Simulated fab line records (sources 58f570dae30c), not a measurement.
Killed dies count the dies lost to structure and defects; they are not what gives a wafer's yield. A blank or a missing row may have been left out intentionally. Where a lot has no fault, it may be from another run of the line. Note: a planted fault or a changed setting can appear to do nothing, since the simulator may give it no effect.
Which tool is to blame? ; flow berkeley_cmos170 ; Sampling: 14 lots, 42 wafers, 4 of 331 route steps

## WHAT THE GAUGES SHOWED, per wafer
UCB170_V1_THK_MEAS_01. Usual: for V1_TEOS_THK the level is 2017 nm and the standard deviation is 28.
lot;measured;on;V1_TEOS_THK (nm);flag
L812;day 7 02:06;film_metro-03;2024 2011 2049;
L813;day 7 09:53;film_metro-02;1991 1977 1989;
L814;day 7 09:48;film_metro-03;2036 2064 2057;
L816;day 8 03:02;film_metro-04;1971 2001 2043;
L818;day 8 16:44;film_metro-03;1997 2025 2018;
L819;day 8 16:43;film_metro-02;1975 1984 2019;
L820;day 8 23:31;film_metro-04;2002 1994 2027;
L823;day 9 20:35;film_metro-04;2000 2005 2021;
L826;day 10 06:24;film_metro-03;2024 2039 2059;
L828;day 11 00:58;film_metro-03;2007 2051 2072;
L830;day 11 00:57;film_metro-04;2010 1997 2021;
L832;day 11 01:06;film_metro-02;2006 1996 2032;
L833;day 12 03:52;film_metro-03;1990 2000 2009;
L835;day 12 03:49;film_metro-04;2012 2030 2034;

UCB170_V2_THK_MEAS_01. Usual: for V2_TEOS_THK the level is 1997 nm and the standard deviation is 28.
lot;measured;on;V2_TEOS_THK (nm);flag
L812;day 7 08:07;film_metro-03;1982 1997 2024;
L813;day 7 16:21;film_metro-01;1962 2004 2002;
L814;day 7 16:13;film_metro-01;2002 2007 1992;
L816;day 8 09:57;film_metro-02;1992 1988 2043;
L818;day 8 21:45;film_metro-02;1962 2000 1990;
L819;day 8 22:01;film_metro-01;2005 1995 1978;
L820;day 9 04:35;film_metro-02;1974 1988 2018;
L823;day 10 02:19;film_metro-02;1964 1949 1979;
L826;day 10 14:17;film_metro-01;1997 1979 2002;
L828;day 11 07:07;film_metro-01;1964 1984 1997;
L830;day 11 07:18;film_metro-02;2003 2009 1991;
L832;day 11 07:43;film_metro-02;1918 1956 1977;
L833;day 12 11:56;film_metro-02;1993 2015 2049;
L835;day 12 11:31;film_metro-03;2033 2034 2055;

## WHICH TOOL RAN EACH LOT (tool, then ch and the chambers of the sampled wafers, then the start)
lot;UCB170_SILICIDE_RTA_04;UCB170_CONTACT_COAT_10
L812;rtp_anneal-01 ch 0, day 6 15:50;litho_track-03 ch 0, day 6 18:00
L813;rtp_anneal-02 ch 0, day 6 19:15;litho_track-03 ch 0, day 7 00:00
L814;rtp_anneal-01 ch 0, day 6 19:47;litho_track-02 ch 0, day 7 00:00
L816;rtp_anneal-02 ch 0, day 7 16:23;litho_track-02 ch 0, day 7 20:00
L818;rtp_anneal-02 ch 0, day 8 02:54;litho_track-03 ch 0, day 8 07:00
L819;rtp_anneal-01 ch 0, day 8 03:05;litho_track-02 ch 0, day 8 07:00
L820;rtp_anneal-02 ch 0, day 8 11:51;litho_track-03 ch 0, day 8 14:00
L823;rtp_anneal-02 ch 0, day 9 10:29;litho_track-01 ch 0, day 9 13:00
L826;rtp_anneal-01 ch 0, day 9 20:53;litho_track-03 ch 0, day 9 23:00
L828;rtp_anneal-02 ch 0, day 10 12:56;litho_track-03 ch 0, day 10 16:00
L830;rtp_anneal-02 ch 0, day 10 13:16;litho_track-02 ch 0, day 10 16:00
L832;rtp_anneal-01 ch 0, day 10 13:41;litho_track-01 ch 0, day 10 17:00
L833;rtp_anneal-02 ch 0, day 11 17:19;litho_track-02 ch 0, day 11 21:00
L835;rtp_anneal-01 ch 0, day 11 17:32;litho_track-01 ch 0, day 11 22:00
- UCB170_SILICIDE_RTA_04: time 15 s.
- UCB170_CONTACT_COAT_10: resist thk 900 nm.

## AS READ BY THE TOOLS THEMSELVES (means over the sampled wafers that have a number; for cases with no such wafer, the mark the record gives instead)
UCB170_SILICIDE_RTA_04. Usual: lamp_power_pct 9.97 %, standard deviation 0.24; wafer_temp_C_max 652.3, standard deviation 0.51.
lot;tool;lamp_power_pct (%);wafer_temp_C_max;flag
L812;rtp_anneal-01;10.21;652.0;
L813;rtp_anneal-02;9.73;652.2;
L814;rtp_anneal-01;10.21;652.3;
L816;rtp_anneal-02;9.73;652.0;
L818;rtp_anneal-02;9.73;652.0;
L819;rtp_anneal-01;10.22;651.9;
L820;rtp_anneal-02;9.73;652.6;
L823;rtp_anneal-02;9.73;652.7;
L826;rtp_anneal-01;10.20;652.4;
L828;rtp_anneal-02;9.74;652.3;
L830;rtp_anneal-02;9.74;652.3;
L832;rtp_anneal-01;10.22;651.6;
L833;rtp_anneal-02;9.73;652.6;
L835;rtp_anneal-01;10.21;651.8;

UCB170_CONTACT_COAT_10. Usual: spin_speed_rpm at 1499.9 rpm, with a standard deviation of 0.96.
lot;tool;spin_speed_rpm (rpm);flag
L812;litho_track-03;1500.1;
L813;litho_track-03;1500.2;
L814;litho_track-02;1499.4;
L816;litho_track-02;1500.6;
L818;litho_track-03;1499.5;
L819;litho_track-02;1500.6;
L820;litho_track-03;1499.9;
L823;litho_track-01;1500.7;
L826;litho_track-03;1388.0;OFF
L828;litho_track-03;1388.2;OFF
L830;litho_track-02;1499.4;
L832;litho_track-01;1499.2;
L833;litho_track-02;1500.6;
L835;litho_track-01;1499.3;

## THE ANSWER, worked out from the rows above alone
Rule: take the mean of a lot's wafers that have a number; if it is more than 3 standard deviations from the usual mean, the lot is off. A lot without any number at a reading at which 4 lots or more have one is off too. Where the step has rows for the other lots, those lots are counted as sound. First the gauges in route order, then the tools' own readings, where a lot's mean is used as printed above. At the first step where some lot is off, the reading lying furthest off is the one used; lots without a number count as furthest.
Off, at UCB170_CONTACT_COAT_10 on spin_speed_rpm: L826, L828.
A tool fits if, at that step or a process step before it, it ran every lot that is off, and no sound lot after the first of them. One fits: UCB170_CONTACT_COAT_10 on litho_track-03. Its last sound lot is L820 (day 8 14:00), its first lot that is off L826 (day 9 23:00): a fault that began between those two fits.
The tool's own readings at UCB170_CONTACT_COAT_10 bear it out: on the lots that are off they differ by more than 5 times the standard deviation of the sound lots' means. spin_speed_rpm reads 1388.1 rpm there against 1500.0 rpm on the sound lots.

## WHAT THE SIMULATOR PUT IN
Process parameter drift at UCB170_CONTACT_COAT_10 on litho_track-03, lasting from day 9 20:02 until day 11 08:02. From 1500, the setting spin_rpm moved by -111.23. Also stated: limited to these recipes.
Shown lots that were struck: L826, L828. The same result came from the rule above.
